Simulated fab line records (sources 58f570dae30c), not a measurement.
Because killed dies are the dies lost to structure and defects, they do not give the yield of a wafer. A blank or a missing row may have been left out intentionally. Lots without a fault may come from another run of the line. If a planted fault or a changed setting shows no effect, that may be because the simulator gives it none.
Which of the tools did it? :: flow berkeleyCmos170 :: 42 wafers from 14 lots sampled at 6 of the route's 331 steps

WHAT THE GAUGES READ, wafer by wafer
UCB170_PLDD_CD_MEAS_06 targets a cd of 1200 nm. Usual: cdNm at 1200.6 nm, with a standard deviation of 1.4.
lot: L756
measured: day 5 22:45
on: cdSem-01
cdNm (nm): 1199.7 1200.5 1199.4
flag: 

lot: L754
measured: day 5 23:02
on: cdSem-02
cdNm (nm): 1198.4 1200.0 1198.8
flag: 

lot: L758
measured: day 6 18:43
on: cdSem-01
cdNm (nm): 1200.5 1199.2 1201.8
flag: 

lot: L761
measured: day 7 05:50
on: cdSem-01
cdNm (nm): 1200.7 1198.3 1199.7
flag: 

lot: L762
measured: day 8 01:46
on: cdSem-02
cdNm (nm): 1199.5 1199.2 1199.9
flag: 

lot: L763
measured: day 8 02:14
on: cdSem-02
cdNm (nm): 1202.9 1202.1 1203.3
flag: 

lot: L764
measured: day 8 02:15
on: cdSem-01
cdNm (nm): 1198.4 1198.5 1197.8
flag: 

lot: L765
measured: day 8 02:31
on: cdSem-01
cdNm (nm): 1199.8 1200.3 1201.3
flag: 

lot: L766
measured: day 8 05:26
on: cdSem-01
cdNm (nm): 1202.7 1202.4 1202.4
flag: 

lot: L770
measured: day 9 00:19
on: cdSem-01
cdNm (nm): 1201.0 1200.1 1202.3
flag: 

lot: L769
measured: day 9 01:05
on: cdSem-01
cdNm (nm): 1200.9 1201.2 1201.0
flag: 

lot: L771
measured: day 9 04:14
on: cdSem-02
cdNm (nm): 1198.5 1199.1 1198.0
flag: 

lot: L767
measured: day 9 04:35
on: cdSem-01
cdNm (nm): 1200.2 1201.4 1201.0
flag: 

lot: L777
measured: day 10 18:52
on: cdSem-02
cdNm (nm): 1199.1 1199.1 1199.0
flag: 

UCB170_M1_RS_MEAS_01: measures by four-point-probe. Usual: M1_AL_RS 0.0485 ohm/sq, standard deviation 0.0004.
lot: L756
measured: day 6 17:46
on: filmMetro-03
M1_AL_RS (ohm/sq): 0.0480 0.0481 0.0488
flag: 

lot: L754
measured: day 6 17:38
on: filmMetro-02
M1_AL_RS (ohm/sq): 0.0485 0.0486 0.0482
flag: 

lot: L758
measured: day 7 14:25
on: filmMetro-02
M1_AL_RS (ohm/sq): 0.0483 0.0486 0.0477
flag: 

lot: L761
measured: day 8 04:07
on: filmMetro-03
M1_AL_RS (ohm/sq): 0.0483 0.0483 0.0482
flag: 

lot: L762
measured: day 8 23:20
on: filmMetro-03
M1_AL_RS (ohm/sq): 0.0488 0.0491 0.0488
flag: 

lot: L763
measured: day 8 22:57
on: filmMetro-01
M1_AL_RS (ohm/sq): 0.0493 0.0488 0.0489
flag: 

lot: L764
measured: day 8 22:44
on: filmMetro-02
M1_AL_RS (ohm/sq): 0.0490 0.0488 0.0485
flag: 

lot: L765
measured: day 8 23:26
on: filmMetro-01
M1_AL_RS (ohm/sq): 0.0239 0.0240 0.0238
flag: OFF

lot: L766
measured: day 8 23:04
on: filmMetro-03
M1_AL_RS (ohm/sq): 0.0485 0.0480 0.0480
flag: 

lot: L770
measured: day 9 21:31
on: filmMetro-03
M1_AL_RS (ohm/sq): 0.0479 0.0475 0.0477
flag: 

lot: L769
measured: day 9 22:01
on: filmMetro-02
M1_AL_RS (ohm/sq): 0.0240 0.0242 0.0242
flag: OFF

lot: L771
measured: day 9 22:59
on: filmMetro-01
M1_AL_RS (ohm/sq): 0.0489 0.0494 0.0487
flag: 

lot: L767
measured: day 9 23:45
on: filmMetro-02
M1_AL_RS (ohm/sq): 0.0477 0.0485 0.0480
flag: 

lot: L777
measured: day 11 16:20
on: filmMetro-02
M1_AL_RS (ohm/sq): 0.0490 0.0481 0.0487
flag: 

UCB170_M1_THK_MEAS_02: measures by xrf. Usual: M1_AL_THK 599 nm, standard deviation 7.4.
lot: L756
measured: day 6 17:53
on: filmMetro-03
M1_AL_THK (nm): 608 607 599
flag: 

lot: L754
measured: day 6 17:45
on: filmMetro-02
M1_AL_THK (nm): 600 602 603
flag: 

lot: L758
measured: day 7 14:32
on: filmMetro-02
M1_AL_THK (nm): 608 607 616
flag: 

lot: L761
measured: day 8 04:14
on: filmMetro-03
M1_AL_THK (nm): 606 602 602
flag: 

lot: L762
measured: day 8 23:28
on: filmMetro-03
M1_AL_THK (nm): 595 591 593
flag: 

lot: L763
measured: day 8 23:04
on: filmMetro-01
M1_AL_THK (nm): 584 589 589
flag: 

lot: L764
measured: day 8 22:50
on: filmMetro-02
M1_AL_THK (nm): 597 603 606
flag: 

lot: L765
measured: day 8 23:33
on: filmMetro-01
M1_AL_THK (nm): 1192 1189 1197
flag: OFF

lot: L766
measured: day 8 23:11
on: filmMetro-03
M1_AL_THK (nm): 598 606 604
flag: 

lot: L770
measured: day 9 21:37
on: filmMetro-03
M1_AL_THK (nm): 603 607 605
flag: 

lot: L769
measured: day 9 22:06
on: filmMetro-02
M1_AL_THK (nm): 1205 1205 1206
flag: OFF

lot: L771
measured: day 9 23:07
on: filmMetro-01
M1_AL_THK (nm): 588 581 589
flag: 

lot: L767
measured: day 9 23:51
on: filmMetro-02
M1_AL_THK (nm): 615 605 611
flag: 

lot: L777
measured: day 11 16:27
on: filmMetro-02
M1_AL_THK (nm): 602 608 601
flag: 

WHICH TOOL RAN EACH LOT (tool, then ch and the chambers of the sampled wafers, then the start)
lot: L756
UCB170_NLDD_STRIP_10: plasmaAsher-02 ch 0,1, day 6 01:19
UCB170_PSD_PEB_04: lithoTrack-04 ch 0, day 6 07:55
UCB170_M1_SPUTTER_00: pvdSputter-01, day 6 17:43

lot: L754
UCB170_NLDD_STRIP_10: plasmaAsher-04 ch 0,1, day 6 01:38
UCB170_PSD_PEB_04: lithoTrack-04 ch 0, day 6 08:11
UCB170_M1_SPUTTER_00: pvdSputter-03, day 6 17:34

lot: L758
UCB170_NLDD_STRIP_10: plasmaAsher-02 ch 0,1, day 6 21:08
UCB170_PSD_PEB_04: lithoTrack-03 ch 0, day 7 02:08
UCB170_M1_SPUTTER_00: pvdSputter-01, day 7 14:21

lot: L761
UCB170_NLDD_STRIP_10: plasmaAsher-04 ch 0,1, day 7 09:22
UCB170_PSD_PEB_04: lithoTrack-04 ch 0, day 7 17:19
UCB170_M1_SPUTTER_00: pvdSputter-03, day 8 04:03

lot: L762
UCB170_NLDD_STRIP_10: plasmaAsher-04 ch 0,1, day 8 04:04
UCB170_PSD_PEB_04: lithoTrack-03 ch 0, day 8 11:29
UCB170_M1_SPUTTER_00: pvdSputter-02, day 8 23:15

lot: L763
UCB170_NLDD_STRIP_10: plasmaAsher-02 ch 0,1, day 8 05:04
UCB170_PSD_PEB_04: lithoTrack-03 ch 0, day 8 10:56
UCB170_M1_SPUTTER_00: pvdSputter-01, day 8 22:53

lot: L764
UCB170_NLDD_STRIP_10: plasmaAsher-03 ch 0,1, day 8 04:40
UCB170_PSD_PEB_04: lithoTrack-04 ch 0, day 8 10:58
UCB170_M1_SPUTTER_00: pvdSputter-02, day 8 22:38

lot: L765
UCB170_NLDD_STRIP_10: plasmaAsher-03 ch 0,1, day 8 05:22
UCB170_PSD_PEB_04: lithoTrack-03 ch 0, day 8 11:14
UCB170_M1_SPUTTER_00: pvdSputter-01, day 8 23:08

lot: L766
UCB170_NLDD_STRIP_10: plasmaAsher-02 ch 0,1, day 8 07:55
UCB170_PSD_PEB_04: lithoTrack-04 ch 0, day 8 11:38
UCB170_M1_SPUTTER_00: pvdSputter-02, day 8 23:01

lot: L770
UCB170_NLDD_STRIP_10: plasmaAsher-03 ch 0,1, day 9 02:50
UCB170_PSD_PEB_04: lithoTrack-03 ch 0, day 9 08:12
UCB170_M1_SPUTTER_00: pvdSputter-01, day 9 21:26

lot: L769
UCB170_NLDD_STRIP_10: plasmaAsher-02 ch 0,1, day 9 03:16
UCB170_PSD_PEB_04: lithoTrack-03 ch 0, day 9 08:31
UCB170_M1_SPUTTER_00: pvdSputter-02, day 9 21:40

lot: L771
UCB170_NLDD_STRIP_10: plasmaAsher-02 ch 0, day 9 06:49
UCB170_PSD_PEB_04: lithoTrack-02 ch 0, day 9 13:16
UCB170_M1_SPUTTER_00: pvdSputter-03, day 9 22:56

lot: L767
UCB170_NLDD_STRIP_10: plasmaAsher-02 ch 0,1, day 9 07:34
UCB170_PSD_PEB_04: lithoTrack-04 ch 0, day 9 13:27
UCB170_M1_SPUTTER_00: pvdSputter-01, day 9 23:39

lot: L777
UCB170_NLDD_STRIP_10: plasmaAsher-03 ch 1, day 10 21:38
UCB170_PSD_PEB_04: lithoTrack-04 ch 0, day 11 03:48
UCB170_M1_SPUTTER_00: pvdSputter-03, day 11 16:16
- UCB170_NLDD_STRIP_10: strips in O2.
- UCB170_PSD_PEB_04
- UCB170_M1_SPUTTER_00: material Al, target thk 600 nm, time 80 s.

AS READ BY THE TOOLS THEMSELVES (means over the sampled wafers that have a number; for cases with no such wafer, the mark the record gives instead)
UCB170_NLDD_STRIP_10. Usual: drypumpMotorCurrentA 6.0 A, standard deviation 0.55; oesProductAu 0.735 a.u., standard deviation 0.0044; stripTimeToEndpointS 21.63 s, standard deviation 0.061.
lot: L756
tool: plasmaAsher-02
drypumpMotorCurrentA (A): 6.5
oesProductAu (a.u.): 0.735
stripTimeToEndpointS (s): 21.68
flag: 

lot: L754
tool: plasmaAsher-04
drypumpMotorCurrentA (A): 5.2
oesProductAu (a.u.): 0.734
stripTimeToEndpointS (s): 21.62
flag: 

lot: L758
tool: plasmaAsher-02
drypumpMotorCurrentA (A): 6.5
oesProductAu (a.u.): 0.736
stripTimeToEndpointS (s): 21.74
flag: 

lot: L761
tool: plasmaAsher-04
drypumpMotorCurrentA (A): 5.2
oesProductAu (a.u.): 0.734
stripTimeToEndpointS (s): 21.67
flag: 

lot: L762
tool: plasmaAsher-04
drypumpMotorCurrentA (A): 5.2
oesProductAu (a.u.): 0.729
stripTimeToEndpointS (s): 21.59
flag: 

lot: L763
tool: plasmaAsher-02
drypumpMotorCurrentA (A): 6.5
oesProductAu (a.u.): 0.734
stripTimeToEndpointS (s): 21.72
flag: 

lot: L764
tool: plasmaAsher-03
drypumpMotorCurrentA (A): 5.5
oesProductAu (a.u.): 0.733
stripTimeToEndpointS (s): 21.64
flag: 

lot: L765
tool: plasmaAsher-03
drypumpMotorCurrentA (A): 5.5
oesProductAu (a.u.): 0.734
stripTimeToEndpointS (s): 21.67
flag: 

lot: L766
tool: plasmaAsher-02
drypumpMotorCurrentA (A): 6.5
oesProductAu (a.u.): 0.735
stripTimeToEndpointS (s): 21.63
flag: 

lot: L770
tool: plasmaAsher-03
drypumpMotorCurrentA (A): 5.5
oesProductAu (a.u.): 0.735
stripTimeToEndpointS (s): 21.63
flag: 

lot: L769
tool: plasmaAsher-02
drypumpMotorCurrentA (A): 6.6
oesProductAu (a.u.): 0.736
stripTimeToEndpointS (s): 21.54
flag: 

lot: L771
tool: plasmaAsher-02
drypumpMotorCurrentA (A): 6.5
oesProductAu (a.u.): 0.734
stripTimeToEndpointS (s): 21.63
flag: 

lot: L767
tool: plasmaAsher-02
drypumpMotorCurrentA (A): 6.6
oesProductAu (a.u.): 0.737
stripTimeToEndpointS (s): 21.69
flag: 

lot: L777
tool: plasmaAsher-03
drypumpMotorCurrentA (A): 5.4
oesProductAu (a.u.): 0.734
stripTimeToEndpointS (s): 21.61
flag: 

UCB170_PSD_PEB_04. Usual: chillPlateTempC 23.02 C, standard deviation 0.12; plateSensorTCentreC 131.41 C, standard deviation 0.01; plateSensorTEdgeC 131.53 C, standard deviation 0.01.
lot: L756
tool: lithoTrack-04
chillPlateTempC (C): 23.05
plateSensorTCentreC (C): 131.41
plateSensorTEdgeC (C): 131.54
flag: 

lot: L754
tool: lithoTrack-04
chillPlateTempC (C): 23.11
plateSensorTCentreC (C): 131.40
plateSensorTEdgeC (C): 131.54
flag: 

lot: L758
tool: lithoTrack-03
chillPlateTempC (C): 22.99
plateSensorTCentreC (C): 131.41
plateSensorTEdgeC (C): 131.52
flag: 

lot: L761
tool: lithoTrack-04
chillPlateTempC (C): 22.93
plateSensorTCentreC (C): 131.41
plateSensorTEdgeC (C): 131.53
flag: 

lot: L762
tool: lithoTrack-03
chillPlateTempC (C): 22.89
plateSensorTCentreC (C): 131.41
plateSensorTEdgeC (C): 131.54
flag: 

lot: L763
tool: lithoTrack-03
chillPlateTempC (C): 22.84
plateSensorTCentreC (C): 131.41
plateSensorTEdgeC (C): 131.53
flag: 

lot: L764
tool: lithoTrack-04
chillPlateTempC (C): 23.02
plateSensorTCentreC (C): 131.40
plateSensorTEdgeC (C): 131.53
flag: 

lot: L765
tool: lithoTrack-03
chillPlateTempC (C): 23.05
plateSensorTCentreC (C): 131.41
plateSensorTEdgeC (C): 131.54
flag: 

lot: L766
tool: lithoTrack-04
chillPlateTempC (C): 22.91
plateSensorTCentreC (C): 131.41
plateSensorTEdgeC (C): 131.53
flag: 

lot: L770
tool: lithoTrack-03
chillPlateTempC (C): 23.07
plateSensorTCentreC (C): 131.41
plateSensorTEdgeC (C): 131.53
flag: 

lot: L769
tool: lithoTrack-03
chillPlateTempC (C): 23.01
plateSensorTCentreC (C): 131.40
plateSensorTEdgeC (C): 131.53
flag: 

lot: L771
tool: lithoTrack-02
chillPlateTempC (C): 22.97
plateSensorTCentreC (C): 131.41
plateSensorTEdgeC (C): 131.53
flag: 

lot: L767
tool: lithoTrack-04
chillPlateTempC (C): 22.90
plateSensorTCentreC (C): 131.40
plateSensorTEdgeC (C): 131.54
flag: 

lot: L777
tool: lithoTrack-04
chillPlateTempC (C): 23.06
plateSensorTCentreC (C): 131.41
plateSensorTEdgeC (C): 131.52
flag: 

UCB170_M1_SPUTTER_00. Usual: throttleValvePct at 30.1 %, with a standard deviation of 0.93.
lot: L756
tool: pvdSputter-01
throttleValvePct (%): 30.1
flag: 

lot: L754
tool: pvdSputter-03
throttleValvePct (%): 30.3
flag: 

lot: L758
tool: pvdSputter-01
throttleValvePct (%): 31.0
flag: 

lot: L761
tool: pvdSputter-03
throttleValvePct (%): 30.5
flag: 

lot: L762
tool: pvdSputter-02
throttleValvePct (%): 29.8
flag: 

lot: L763
tool: pvdSputter-01
throttleValvePct (%): 30.4
flag: 

lot: L764
tool: pvdSputter-02
throttleValvePct (%): 29.3
flag: 

lot: L765
tool: pvdSputter-01
throttleValvePct (%): 29.9
flag: 

lot: L766
tool: pvdSputter-02
throttleValvePct (%): 29.6
flag: 

lot: L770
tool: pvdSputter-01
throttleValvePct (%): 30.1
flag: 

lot: L769
tool: pvdSputter-02
throttleValvePct (%): 29.8
flag: 

lot: L771
tool: pvdSputter-03
throttleValvePct (%): 30.2
flag: 

lot: L767
tool: pvdSputter-01
throttleValvePct (%): 30.0
flag: 

lot: L777
tool: pvdSputter-03
throttleValvePct (%): 30.1
flag: 

THE ANSWER, worked out from the rows above alone
Rule: take the mean of a lot's wafers that have a number; if it is more than 3 standard deviations from the usual mean, the lot is off. Also off: a lot with no number at a reading for which 4 or more lots have one. Where the step has rows for the other lots, those lots are counted as sound. First the gauges in route order, then the tools' own readings, where a lot's mean is used as printed above. At the first step where some lot is off, the reading lying furthest off is the one used; lots without a number count as furthest.
Off: L765, L769, seen at UCB170_M1_RS_MEAS_01 (M1_AL_RS).
A tool fits if, at a process step before that reading, it ran every lot that is off, and no sound lot after the first of them. Those tools and the gauges at UCB170_M1_RS_MEAS_01 are tried in the same way. No candidate that was tried fits.

WHAT HAD BEEN PUT IN BY THE SIMULATOR
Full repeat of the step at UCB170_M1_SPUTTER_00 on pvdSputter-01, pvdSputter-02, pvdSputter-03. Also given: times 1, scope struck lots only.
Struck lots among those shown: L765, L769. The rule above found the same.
